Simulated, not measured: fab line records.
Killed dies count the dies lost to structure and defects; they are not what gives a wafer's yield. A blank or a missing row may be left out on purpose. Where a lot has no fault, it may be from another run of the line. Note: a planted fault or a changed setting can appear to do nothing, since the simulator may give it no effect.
Which tool was responsible? :: flow rit-cmos :: Sampling: 15 lots, 45 wafers, 2 of 202 route steps

== WHAT EACH GAUGE READ, for each wafer ==
RIT_ACTIVE_CD_MEAS_11 targets a cd of 1400 nm.
lot: L760
measured: day 1 15:01
on: cd-sem-01
cd-nm (nm): 1397.9 1399.2 1401.5

lot: L761
measured: day 1 22:00
on: cd-sem-02
cd-nm (nm): 1397.5 1394.8 1395.6

lot: L762
measured: day 2 01:40
on: cd-sem-02
cd-nm (nm): 1401.3 1401.6 1400.1

lot: L764
measured: day 2 10:42
on: cd-sem-02
cd-nm (nm): 1398.0 1400.2 1399.7

lot: L766
measured: day 2 20:28
on: cd-sem-02
cd-nm (nm): 1401.3 1401.2 1402.3

lot: L767
measured: day 3 02:11
on: cd-sem-02
cd-nm (nm): 1401.2 1399.8 1400.8

lot: L768
measured: day 3 07:35
on: cd-sem-01
cd-nm (nm): 1399.8 1398.6 1397.3

lot: L769
measured: day 3 11:33
on: cd-sem-02
cd-nm (nm): 1401.2 1399.9 1399.1

lot: L772
measured: day 4 02:31
on: cd-sem-02
cd-nm (nm): 1404.3 1401.1 1403.5

lot: L773
measured: day 4 10:34
on: cd-sem-02
cd-nm (nm): 1400.9 1401.0 1399.5

lot: L775
measured: day 4 18:47
on: cd-sem-02
cd-nm (nm): 1398.4 1398.0 1400.2

lot: L776
measured: day 4 23:42
on: cd-sem-02
cd-nm (nm): 1388.0 1385.1 1387.3 1387.7 1384.7 1387.3

lot: L777
measured: day 5 04:23
on: cd-sem-02
cd-nm (nm): 1382.5 1383.0 1382.7 1382.5 1383.1 1383.0

lot: L778
measured: day 5 10:29
on: cd-sem-01
cd-nm (nm): 1386.5 1384.7 1387.2 1386.8 1385.2 1387.4

lot: L783
measured: day 6 09:39
on: cd-sem-01
cd-nm (nm): 1398.1 1398.1 1400.4

== EACH LOT AND THE TOOL THAT RAN IT (in order: tool; ch and the chambers of the sampled wafers; start) ==
lot: L760
RIT_ACTIVE_COAT_06: litho-track-03 ch 0, day 1 14:12

lot: L761
RIT_ACTIVE_COAT_06: litho-track-02 ch 0, day 1 21:18

lot: L762
RIT_ACTIVE_COAT_06: litho-track-02 ch 0, day 2 00:58

lot: L764
RIT_ACTIVE_COAT_06: litho-track-01 ch 0, day 2 09:46

lot: L766
RIT_ACTIVE_COAT_06: litho-track-03 ch 0, day 2 19:46

lot: L767
RIT_ACTIVE_COAT_06: litho-track-02 ch 0, day 3 01:22

lot: L768
RIT_ACTIVE_COAT_06: litho-track-02 ch 0, day 3 06:53

lot: L769
RIT_ACTIVE_COAT_06: litho-track-01 ch 0, day 3 10:51

lot: L772
RIT_ACTIVE_COAT_06: litho-track-03 ch 0, day 4 01:50

lot: L773
RIT_ACTIVE_COAT_06: litho-track-01 ch 0, day 4 09:45

lot: L775
RIT_ACTIVE_COAT_06: litho-track-03 ch 0, day 4 18:05

lot: L776
RIT_ACTIVE_COAT_06: litho-track-01 ch 0, day 4 22:53

lot: L777
RIT_ACTIVE_COAT_06: litho-track-01 ch 0, day 5 03:34

lot: L778
RIT_ACTIVE_COAT_06: litho-track-01 ch 0, day 5 09:40

lot: L783
RIT_ACTIVE_COAT_06: litho-track-03 ch 0, day 6 08:58
- RIT_ACTIVE_COAT_06: resist thk 1000 nm.

== WHAT THE TOOLS THEMSELVES READ (means of the sampled wafers that have a number; where no wafer has one, the mark that the record gives instead) ==
RIT_ACTIVE_COAT_06.
lot: L760
tool: litho-track-03
spin-speed-rpm (rpm): 3250.4

lot: L761
tool: litho-track-02
spin-speed-rpm (rpm): 3252.7

lot: L762
tool: litho-track-02
spin-speed-rpm (rpm): 3252.0

lot: L764
tool: litho-track-01
spin-speed-rpm (rpm): 3250.7

lot: L766
tool: litho-track-03
spin-speed-rpm (rpm): 3249.5

lot: L767
tool: litho-track-02
spin-speed-rpm (rpm): 3251.1

lot: L768
tool: litho-track-02
spin-speed-rpm (rpm): 3252.1

lot: L769
tool: litho-track-01
spin-speed-rpm (rpm): 3251.3

lot: L772
tool: litho-track-03
spin-speed-rpm (rpm): 3251.8

lot: L773
tool: litho-track-01
spin-speed-rpm (rpm): 3251.0

lot: L775
tool: litho-track-03
spin-speed-rpm (rpm): 3251.8

lot: L776
tool: litho-track-01
spin-speed-rpm (rpm): 4359.4

lot: L777
tool: litho-track-01
spin-speed-rpm (rpm): 4356.2

lot: L778
tool: litho-track-01
spin-speed-rpm (rpm): 4356.5

lot: L783
tool: litho-track-03
spin-speed-rpm (rpm): 3252.8

== THE ANSWER, worked out from the rows above alone ==
Rule: the lots themselves supply what counts as usual. Put in order of their means at a reading, lots are off if they are a third of the lots or fewer, leave a main group of 4 or more, and stand apart from it by a gap of 3 or more times the standard deviation of the main group's means; of several such gaps the widest counts. If all means in a main group match to the digits the tables above print for the reading, that group is not used. A lot without any number at a reading at which 4 lots or more have one is off too. Any other lot the step has rows for is counted as sound. After the gauges, taken in route order, come the tools' own readings; for these a lot's mean is taken, as printed above. The first step at which some lot is off is used, and at that step the reading that is off furthest; a lot without a number counts as furthest.
Off: L776, L777, L778 (RIT_ACTIVE_CD_MEAS_11, cd-nm). The main group has a mean of 1399.8 nm with a standard deviation of 1.7.
If a tool, at a process step before that reading, ran all the lots that are off and no sound lot after the first of them, it fits. Not tried: the gauges at RIT_ACTIVE_CD_MEAS_11; whatever is off there is also off at RIT_ACTIVE_COAT_06, on other tools, and gauge error can't account for it. One fits: litho-track-01 at RIT_ACTIVE_COAT_06. A fault onset in the window from L773 (day 4 09:45, its last sound lot) to L776 (day 4 22:53, its first lot off) fits.
On the lots that are off, the tool's own readings at RIT_ACTIVE_COAT_06 differ by more than 5 times the standard deviation of the sound lots' means, which bears it out; spin-speed-rpm reads 4357.4 rpm there versus 3251.4 rpm on the sound lots.

== WHAT WAS PUT IN BY THE SIMULATOR ==
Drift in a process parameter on litho-track-01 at RIT_ACTIVE_COAT_06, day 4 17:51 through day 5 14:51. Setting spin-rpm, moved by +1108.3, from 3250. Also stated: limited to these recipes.
Struck lots among those shown: L776, L777, L778. The rule above reached the same finding.
